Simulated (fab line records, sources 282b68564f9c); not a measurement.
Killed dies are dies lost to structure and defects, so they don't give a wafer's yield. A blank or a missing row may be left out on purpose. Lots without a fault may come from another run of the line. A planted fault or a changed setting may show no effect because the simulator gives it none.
Which tool did it? | flow rit_cmos | 14 lots, 42 wafers sampled, at 6 steps of a route of 202

WHAT THE GAUGES READ, wafer by wafer
RIT_ACTIVE_BOW_MEAS_00. Usual: INCOMING_BOW 0 um, standard deviation 5.9.
lot  | measured    | on            | INCOMING_BOW (um) | flag
L571 | day 1 10:01 | film_metro-03 | -5 -3 4           |
L573 | day 1 20:02 | film_metro-03 | 0 -1 -3           |
L574 | day 2 01:00 | film_metro-03 | 5 5 10            |
L575 | day 2 06:00 | film_metro-03 | 11 -6 -15         |
L576 | day 2 11:00 | film_metro-03 | 0 10 8            |
L578 | day 2 21:00 | film_metro-01 | 7 -5 -4           |
L580 | day 3 07:01 | film_metro-01 | 0 4 4             |
L581 | day 3 12:00 | film_metro-03 | 2 10 1            |
L582 | day 3 17:01 | film_metro-03 | 0 12 -5           |
L588 | day 4 23:00 | film_metro-03 | -1 9 1            |
L590 | day 5 09:00 | film_metro-02 | -2 6 -5           |
L591 | day 5 14:02 | film_metro-02 | -5 -4 -1          |
L593 | day 6 00:00 | film_metro-02 | 0 7 6             |
L594 | day 6 05:00 | film_metro-03 | 10 1 12           |

RIT_FOX2_THK_MEAS_90. Usual: FIELD_OXIDE_LEFT_1_THK 326 nm, standard deviation 5.6.
lot  | measured    | on            | FIELD_OXIDE_LEFT_1_THK (nm) | flag
L571 | day 1 19:56 | film_metro-02 | 337 328 328                 |
L573 | day 2 06:40 | film_metro-01 | 325 324 319                 |
L574 | day 2 10:33 | film_metro-04 | 329 329 334                 |
L575 | day 2 15:24 | film_metro-04 | 334 334 329                 |
L576 | day 3 00:16 | film_metro-04 | 333 333 330                 |
L578 | day 3 06:34 | film_metro-04 | 327 336 331                 |
L580 | day 3 16:22 | film_metro-04 | 331 335 332                 |
L581 | day 3 21:11 | film_metro-01 | 339 331 339                 |
L582 | day 4 04:08 | film_metro-01 | 321 319 321                 |
L588 | day 5 11:16 | film_metro-02 | 321 316 321                 |
L590 | day 5 19:37 | film_metro-02 | 322 321 325                 |
L591 | day 6 01:02 | film_metro-04 | 321 318 320                 |
L593 | day 6 10:11 | film_metro-04 | 328 328 330                 |
L594 | day 6 17:11 | film_metro-04 | 319 319 328                 |

RIT_GATE_CD_MEAS_90: target cd 150 nm. Usual: cd_nm 149.4 nm, standard deviation 2.4.
lot  | measured    | on        | cd_nm (nm)        | flag
L571 | day 2 13:11 | cd_sem-01 | 152.0 149.1 150.3 |
L573 | day 3 01:49 | cd_sem-01 | 148.2 148.0 148.3 |
L574 | day 3 04:06 | cd_sem-01 | 149.2 152.1 150.1 |
L575 | day 3 09:19 | cd_sem-01 | 150.7 148.4 148.4 |
L576 | day 3 18:44 | cd_sem-01 | 149.1 148.6 149.1 |
L578 | day 4 00:26 | cd_sem-01 | 151.7 154.3 152.5 |
L580 | day 4 09:38 | cd_sem-02 | 143.2 149.6 150.3 |
L581 | day 4 15:57 | cd_sem-01 | 151.0 153.0 154.2 |
L582 | day 4 20:45 | cd_sem-01 | 146.4 146.5 145.4 |
L588 | day 6 06:12 | cd_sem-01 | 148.5 147.2 147.8 |
L590 | day 6 12:53 | cd_sem-01 | 147.9 147.9 146.8 |
L591 | day 6 21:23 | cd_sem-02 | 149.2 147.9 149.7 |
L593 | day 7 03:51 | cd_sem-02 | 145.0 145.2 143.5 |
L594 | day 7 10:47 | cd_sem-01 | 154.4 155.2 152.7 |

RIT_SILICIDE_RS_MEAS_02: measures by four-point-probe. Usual: SILICIDE_TI_RS 48.0 ohm/sq, standard deviation 0.79.
lot  | measured    | on            | SILICIDE_TI_RS (ohm/sq) | flag
L571 | day 3 02:22 | film_metro-04 | 48.2 46.8 47.6          |
L573 | day 3 15:14 | film_metro-01 | 48.6 48.7 48.7          |
L574 | day 3 16:52 | film_metro-02 | 47.4 47.2 48.8          |
L575 | day 3 22:09 | film_metro-04 | 49.3 48.6 49.6          |
L576 | day 4 08:08 | film_metro-01 | 47.8 47.3 46.9          |
L578 | day 4 13:27 | film_metro-04 | 48.6 49.3 48.7          |
L580 | day 4 22:26 | film_metro-01 | 47.4 46.7 46.3          |
L581 | day 5 06:55 | film_metro-04 | 47.5 47.0 46.3          |
L582 | day 5 09:40 | film_metro-02 | 48.9 48.2 49.0          |
L588 | day 6 19:13 | film_metro-01 | 65.7 65.3 66.1          | OFF
L590 | day 7 03:55 | film_metro-02 | 65.2 63.9 64.0          | OFF
L591 | day 7 09:59 | film_metro-01 | 48.6 48.8 49.0          |
L593 | day 7 16:32 | film_metro-04 | 47.9 48.3 48.4          |
L594 | day 8 00:17 | film_metro-04 | 48.3 47.7 47.5          |

RIT_SILICIDE_THK_MEAS_03: measures by xrf. Usual: SILICIDE_TI_THK 30.3 nm, standard deviation 0.46.
lot  | measured    | on            | SILICIDE_TI_THK (nm) | flag
L571 | day 3 02:28 | film_metro-04 | 30.4 31.0 30.5       |
L573 | day 3 15:20 | film_metro-01 | 30.0 30.0 29.9       |
L574 | day 3 16:59 | film_metro-02 | 30.4 30.5 29.6       |
L575 | day 3 22:16 | film_metro-04 | 29.7 30.0 29.5       |
L576 | day 4 08:15 | film_metro-01 | 30.4 30.5 31.0       |
L578 | day 4 13:34 | film_metro-04 | 30.2 29.9 30.2       |
L580 | day 4 22:32 | film_metro-01 | 30.6 31.1 31.2       |
L581 | day 5 07:02 | film_metro-04 | 30.8 30.9 31.2       |
L582 | day 5 09:46 | film_metro-02 | 29.6 29.8 29.5       |
L588 | day 6 19:20 | film_metro-01 | 23.6 23.6 23.4       | OFF
L590 | day 7 04:02 | film_metro-02 | 23.7 24.1 23.9       | OFF
L591 | day 7 10:05 | film_metro-01 | 30.1 29.9 29.9       |
L593 | day 7 16:39 | film_metro-04 | 30.3 30.0 30.1       |
L594 | day 8 00:24 | film_metro-04 | 30.5 30.7 30.7       |

WHICH TOOL RAN EACH LOT (tool, then ch and the chambers of the sampled wafers, then the start)
lot  | RIT_SILICIDE_SPUTTER_01
L571 | pvd_sputter-03, day 3 02:11
L573 | pvd_sputter-03, day 3 15:03
L574 | pvd_sputter-04, day 3 16:43
L575 | pvd_sputter-03, day 3 22:00
L576 | pvd_sputter-02, day 4 07:59
L578 | pvd_sputter-03, day 4 13:18
L580 | pvd_sputter-03, day 4 22:16
L581 | pvd_sputter-02, day 5 06:46
L582 | pvd_sputter-03, day 5 09:29
L588 | pvd_sputter-03, day 6 19:04
L590 | pvd_sputter-03, day 7 03:46
L591 | pvd_sputter-02, day 7 09:48
L593 | pvd_sputter-02, day 7 16:23
L594 | pvd_sputter-04, day 8 00:08
- RIT_SILICIDE_SPUTTER_01: material Ti, target thk 30 nm, time 240 s.

WHAT THE TOOLS THEMSELVES READ (means of the sampled wafers that have a number; where no wafer has one, the mark that the record gives instead)
RIT_SILICIDE_SPUTTER_01. Usual: throttle_valve_pct 30.3 %, standard deviation 1.2.
lot  | tool           | throttle_valve_pct (%) | flag
L571 | pvd_sputter-03 | 29.9                   |
L573 | pvd_sputter-03 | 29.6                   |
L574 | pvd_sputter-04 | 29.9                   |
L575 | pvd_sputter-03 | 30.2                   |
L576 | pvd_sputter-02 | 30.3                   |
L578 | pvd_sputter-03 | 30.6                   |
L580 | pvd_sputter-03 | 30.2                   |
L581 | pvd_sputter-02 | 29.9                   |
L582 | pvd_sputter-03 | 30.1                   |
L588 | pvd_sputter-03 | 31.5                   |
L590 | pvd_sputter-03 | 30.9                   |
L591 | pvd_sputter-02 | 30.8                   |
L593 | pvd_sputter-02 | 30.3                   |
L594 | pvd_sputter-04 | 30.0                   |

THE ANSWER, worked out from the rows above alone
Rule: a lot is off if the mean of its wafers that have a number lies more than 3 standard deviations from the usual mean. A lot without any number at a reading at which 4 lots or more have one is off too. The other lots that the step has rows for count as sound. The gauges are gone through in route order, then the tools' own readings, and for those a lot's mean is taken as printed above. The first step at which some lot is off is used, and at that step the reading that is off furthest; a lot without a number counts as furthest.
Off: L588, L590, at RIT_SILICIDE_RS_MEAS_02 (SILICIDE_TI_RS).
A tool fits if, at a process step before that reading, it ran every lot that is off, and no sound lot after the first of them. The gauges at RIT_SILICIDE_RS_MEAS_02 are tried like those tools. One fits: pvd_sputter-03 at RIT_SILICIDE_SPUTTER_01. Its last sound lot is L582 (day 5 09:29), its first lot that is off L588 (day 6 19:04): a fault that began between those two fits.

WHAT THE SIMULATOR HAD PUT IN
Process parameter drift: pvd_sputter-03, from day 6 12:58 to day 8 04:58, at RIT_SILICIDE_SPUTTER_01. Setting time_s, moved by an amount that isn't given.
Lots struck among those shown: L588, L590. The rule above found the same.
